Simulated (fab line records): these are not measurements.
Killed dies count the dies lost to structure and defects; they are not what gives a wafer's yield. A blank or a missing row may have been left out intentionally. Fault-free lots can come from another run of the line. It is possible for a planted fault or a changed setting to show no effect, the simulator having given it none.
Problem report in the 8D (eight disciplines) form, filled by code | flow rit cmos | the parts of the form that need people (team, actions taken, sign-off) are left out

== 1. PROBLEM STATEMENT ==
run length s at RIT_GATE_ETCH_19 reads a mean of 239.0 s on 6 wafers of 2 lots; wafers without a fault read 193.1 s with a standard deviation of 0.4. That is +99 or more standard deviations from the usual mean.
The step: etches poly-Si in SF6/CHF3/O2, stops on SiO2, time 165 s, target depth 312.5 nm.
The first sign was on wafer L932.1 at day 5 16:16, on rie si-01. At this step, 42 wafers from 14 lots have a number in the record. Rule for "out" (also "out of limits"): further than 4 standard deviations from the usual mean. All remaining wafers that have a number are taken as sound.

== 2. WHAT IT IS AND WHAT IT IS NOT ==
question                    | is                           | is not
which readings at this step | run length s, oes product au | O2_flow_sccm, drypump motor current A, throttle valve pct
which lots                  | L932, L934                   | L918, L919, L922, L923, L924, L926, L927, L929, L930, L931, L933, L941
which wafers of those lots  | all that have a number       | -
read on which tools         | rie si-01                    | rie si-02
when                        | from day 5 16:16             | up to then (30 sound wafers); but 6 sound wafers of L933, L941 came after

== 3. THE SUSPECTS, EACH WITH WHAT RULES IT OUT ==
Counting: any tool at a process step up to the reading is kept as a suspect provided that every lot that is out went through it and no sound lot did after the first of them.
- rie si-01 at RIT_GATE_ETCH_19 (etches poly-Si in SF6/CHF3/O2, stops on SiO2, time 165 s, target depth 312.5 nm): kept. All lots that are out passed through it, beginning with L932 at day 5 16:16, and no sound lot followed; its final sound lot before that point was L930 at day 5 10:46. Out on those wafers are its own readings of oes product au, run length s.
After counting, what remains is rie si-01 at RIT_GATE_ETCH_19.

== 4. THE CAUSE (what the simulator had put in) ==
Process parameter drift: rie si-01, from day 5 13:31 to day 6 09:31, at RIT_GATE_ETCH_19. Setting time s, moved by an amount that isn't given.
Only this tool survived the counting.

== 5. THE CHAIN OF EFFECTS, in route order ==
Each row: a reading whose mean over the struck wafers that have a number lies more than 3 standard deviations from the usual. Readings are gone through only where the record gives a usual standard deviation; hours: the median, over the lots, of the time from a lot's start at the first step in this table giving one to that lot's start at this step; sigmas: the change measured in usual standard deviations.
hours | step             | reading        | usual      | on struck wafers | change | sigmas
0     | RIT_GATE_ETCH_19 | oes product au | 0.847 a.u. | 0.702            | -0.145 | -11
0     | RIT_GATE_ETCH_19 | run length s   | 193.1 s    | 239.0            | +45.9  | +99 or more
The process steps in it:
- RIT_GATE_ETCH_19: etches poly-Si in SF6/CHF3/O2, stops on SiO2, time 165 s, target depth 312.5 nm.

== 6. HOW IT WOULD HAVE BEEN CAUGHT EARLIER ==
In this record the first reading out of limits was taken at day 5 16:16, 3 hours after the fault began at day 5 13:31.
